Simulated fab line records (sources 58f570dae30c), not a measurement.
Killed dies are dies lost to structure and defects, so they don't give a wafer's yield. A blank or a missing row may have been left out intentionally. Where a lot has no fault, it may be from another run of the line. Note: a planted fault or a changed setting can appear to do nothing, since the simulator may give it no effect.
What tool caused it? + flow berkeley_cmos170 + 42 wafers from 14 lots sampled at 3 of the route's 331 steps

## WHAT EACH GAUGE READ, for each wafer
UCB170_PWELL_THK_MEAS_03. Usual: for PWELL_OXIDE_THK the level is 26.5 nm and the standard deviation is 0.59.
| lot  | measured    | on            | PWELL_OXIDE_THK (nm) | flag |
|------|-------------|---------------|----------------------|------|
| L132 | day 2 22:46 | film_metro-02 | 26.0 26.5 25.9       |      |
| L133 | day 3 11:15 | film_metro-04 | 26.9 26.7 26.6       |      |
| L135 | day 3 11:16 | film_metro-02 | 26.5 26.6 26.3       |      |
| L134 | day 3 11:18 | film_metro-04 | 27.3 27.2 27.3       |      |
| L136 | day 3 21:40 | film_metro-04 | 26.7 26.6 26.9       |      |
| L137 | day 4 05:15 | film_metro-04 | 26.3 26.1 25.9       |      |
| L140 | day 4 16:32 | film_metro-03 | 26.8 26.8 26.4       |      |
| L142 | day 5 08:55 | film_metro-04 | 26.7 26.8 26.8       |      |
| L144 | day 5 16:35 | film_metro-03 | 26.3 26.2 26.1       |      |
| L146 | day 5 20:01 | film_metro-02 | 25.9 26.2 26.6       |      |
| L148 | day 6 05:35 | film_metro-03 | 27.1 26.9 27.0       |      |
| L150 | day 6 22:56 | film_metro-02 | 26.7 26.8 27.3       |      |
| L153 | day 7 08:26 | film_metro-03 | 25.2 25.2 25.4       |      |
| L155 | day 7 22:09 | film_metro-03 | 27.1 26.6 26.9       |      |

UCB170_FIELD_THK_MEAS_02. Usual: for FIELD_OXIDE_THK the level is 554 nm and the standard deviation is 9.8.
| lot  | measured     | on            | FIELD_OXIDE_THK (nm) | flag |
|------|--------------|---------------|----------------------|------|
| L132 | day 5 04:39  | film_metro-04 | 553 552 545          |      |
| L133 | day 5 16:00  | film_metro-02 | 568 562 558          |      |
| L135 | day 5 16:01  | film_metro-04 | 569 576 568          |      |
| L134 | day 5 16:03  | film_metro-03 | 570 570 569          |      |
| L136 | day 6 02:58  | film_metro-03 | 550 543 551          |      |
| L137 | day 6 16:24  | film_metro-03 | 542 552 552          |      |
| L140 | day 6 16:27  | film_metro-02 | 539 549 546          |      |
| L142 | day 7 23:26  | film_metro-03 | 566 556 567          |      |
| L144 | day 7 23:29  | film_metro-03 | 555 535 550          |      |
| L146 | day 7 23:25  | film_metro-04 | 544 535 542          |      |
| L148 | day 8 10:53  | film_metro-04 | 556 555 549          |      |
| L150 | day 9 08:07  | film_metro-02 | 552 565 554          |      |
| L153 | day 9 08:04  | film_metro-03 | 551 566 550          |      |
| L155 | day 10 03:05 | film_metro-02 | 557 548 554          |      |

UCB170_GATE_CD_MEAS_90: the cd target is 350 nm. Usual: 349.6 nm for cd_nm, sd 1.3.
| lot  | measured     | on        | cd_nm (nm)        | flag |
|------|--------------|-----------|-------------------|------|
| L132 | day 7 04:35  | cd_sem-02 | 349.4 350.4 348.0 |      |
| L133 | day 7 12:31  | cd_sem-02 | 348.7 349.5 348.2 |      |
| L135 | day 7 12:16  | cd_sem-02 | 349.9 349.3 350.4 |      |
| L134 | day 7 12:48  | cd_sem-02 | 348.5 349.8 350.2 |      |
| L136 | day 7 19:38  | cd_sem-01 | 348.7 348.1 348.3 |      |
| L137 | day 8 16:04  | cd_sem-01 | 350.1 348.9 349.0 |      |
| L140 | day 8 15:31  | cd_sem-02 | 348.9 347.4 349.5 |      |
| L142 | day 9 22:41  | cd_sem-02 | 350.4 349.9 351.6 |      |
| L144 | day 9 23:05  | cd_sem-02 | 350.7 351.8 351.0 |      |
| L146 | day 9 22:52  | cd_sem-01 | 349.4 350.8 349.2 |      |
| L148 | day 10 13:25 | cd_sem-02 | 351.2 350.6 350.1 |      |
| L150 | day 11 16:25 | cd_sem-01 | 348.9 347.8 350.7 |      |
| L153 | day 11 16:41 | cd_sem-02 | 349.4 349.2 350.0 |      |
| L155 | day 12 04:56 | cd_sem-01 | 346.4 348.1 348.5 |      |

## WHAT TOOL EACH LOT RAN ON (gives the tool, then ch and the chambers of the sampled wafers, and finally the start)
There is no process step in the record ahead of these readings.

## AS READ BY THE TOOLS THEMSELVES (means over the sampled wafers that have a number; for cases with no such wafer, the mark the record gives instead)
The record holds no such reading with a usual standard deviation.

## THE ANSWER, worked out from the rows above alone
Rule: a lot is off if the mean of its wafers that have a number lies more than 3 standard deviations from the usual mean. A lot without any number at a reading at which 4 lots or more have one is off too. The other lots that the step has rows for count as sound. After the gauges, taken in route order, come the tools' own readings; for these a lot's mean is taken, as printed above. At the first step where some lot is off, the reading lying furthest off is the one used; lots without a number count as furthest.
No lot is off on any of the readings shown, so nothing can be concluded from this.

## WHAT THE SIMULATOR HAD PUT IN
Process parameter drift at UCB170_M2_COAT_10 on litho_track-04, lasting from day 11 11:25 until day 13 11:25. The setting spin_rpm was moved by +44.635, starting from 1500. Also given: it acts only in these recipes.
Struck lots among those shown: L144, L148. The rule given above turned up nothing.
